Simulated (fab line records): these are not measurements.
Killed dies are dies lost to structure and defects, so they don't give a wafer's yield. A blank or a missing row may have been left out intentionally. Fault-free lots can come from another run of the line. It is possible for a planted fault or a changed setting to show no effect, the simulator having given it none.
A lot that was struck, set against a sound lot :: flow berkeley-cmos170 :: 14 steps out of a route of 331
Sound: wafers L405.4, L405.5, L405.6. Wafers L409.1, L409.4, L409.6 were the ones struck. At the end, the cause is stated.
For every step that has rows: the tool of each side, followed by ch and its chambers, followed by its first start. Under that, the readings that differ: sound wafers :: struck wafers :: difference of the means :: sigmas: that difference in standard deviations of wafers without a fault.
alike: readings with means less than 2 such deviations apart, plus words and numbers identical on both sides. not compared: withheld readings, readings lacking a value on some wafer, bounds such as >300 that could conceal the same value, and numbers that have no deviation in the record and whose values overlap.
Wherever a step has rows on one side only, a row that says differs or no value, or a row with sigmas, the two part there. When numbers do not overlap yet have no deviation, they are printed without sigmas and do not part them. A reading missing from all wafers of one side parts the sides only when that side holds two or more wafers.

first, 6 steps without rows for these wafers: UCB170_PWELL_HMDS_07 (prime time 60 s); UCB170_PWELL_COAT_08 (resist thk 900 nm); UCB170_PWELL_SOFTBAKE_09 (time 60 s); UCB170_PWELL_EXPOSE_10 (exposes mask PWELL, target cd 3000 nm); UCB170_PWELL_PEB_11; UCB170_PWELL_DEVELOP_12 (develop time 45 s).
UCB170_PWELL_OVL_MEAS_13:
  sound: overlay-02 at day 4 08:11; struck: overlay-01 at day 5 00:49
  alike: PWELL_OVL
UCB170_PWELL_ETCH_14: etches Si3N4 in CH3F/Ar/O2, stops on SiO2, target depth 242 nm, time 151 s.
  sound on rie-diel-04 ch 2,3, day 4 08:12; struck on rie-diel-04 ch 0,1,2, day 5 00:51
  alike: CH3F_flow_sccm, O2_flow_sccm, drypump-motor-current-A, oes-product-au, rf-fwd-power-W, throttle-valve-pct
  not compared: rf-hours-counter-h
next, for these wafers, 1 step has no rows: UCB170_PWELL_IMPLANT_15.
UCB170_PWELL_STRIP_16: strips in O2.
  sound on plasma-asher-01 ch 0,1, day 4 08:29; struck on plasma-asher-02 ch 0,1, day 5 01:06
  alike: drypump-motor-current-A, oes-product-au, strip-time-to-endpoint-s
  not compared: rf-hours-counter-h
UCB170_PWELL_TW_MEAS_17:
  sound: film-metro-02 at day 4 08:35; struck: film-metro-01 at day 5 01:12
  alike: PWELL_TW
then, 1 step without rows for these wafers: UCB170_PWELL_CLEAN_18 (cleans in SPM, time 600 s).
UCB170_PWELL_WET_ETCH_19: etches Si3N4 in H3PO4, time 14400 s.
  sound on wet-bench-01 ch 3, day 4 09:23; struck on wet-bench-03 ch 1, day 5 01:53
  no value came back on the struck wafers for bath-guard-temp-C (C), bath-heat-duty-pct (%); on the sound wafers bath-guard-temp-C (C) reads 159.5 159.2 159.6
reading: model.Si3N4_of_PWELL_CVD_05.thk-nm (nm)
sound: 0 0 0
struck: 219.6 219.6 219.8
difference: +219.7
sigmas: 

reading: model.SiO2_of_PWELL_OXIDATION_02.thk-nm (nm)
sound: 0 0 0
struck: 22.01 22 21.97
difference: +21.99
sigmas: 
then, 1 step without rows for these wafers: UCB170_PWELL_WET_ETCH_20 (etches SiO2 in BOE, time 22 s).

== WHERE THEY PART ==
UCB170_PWELL_WET_ETCH_19 only, going by this record.

WHY: what the simulator had put in
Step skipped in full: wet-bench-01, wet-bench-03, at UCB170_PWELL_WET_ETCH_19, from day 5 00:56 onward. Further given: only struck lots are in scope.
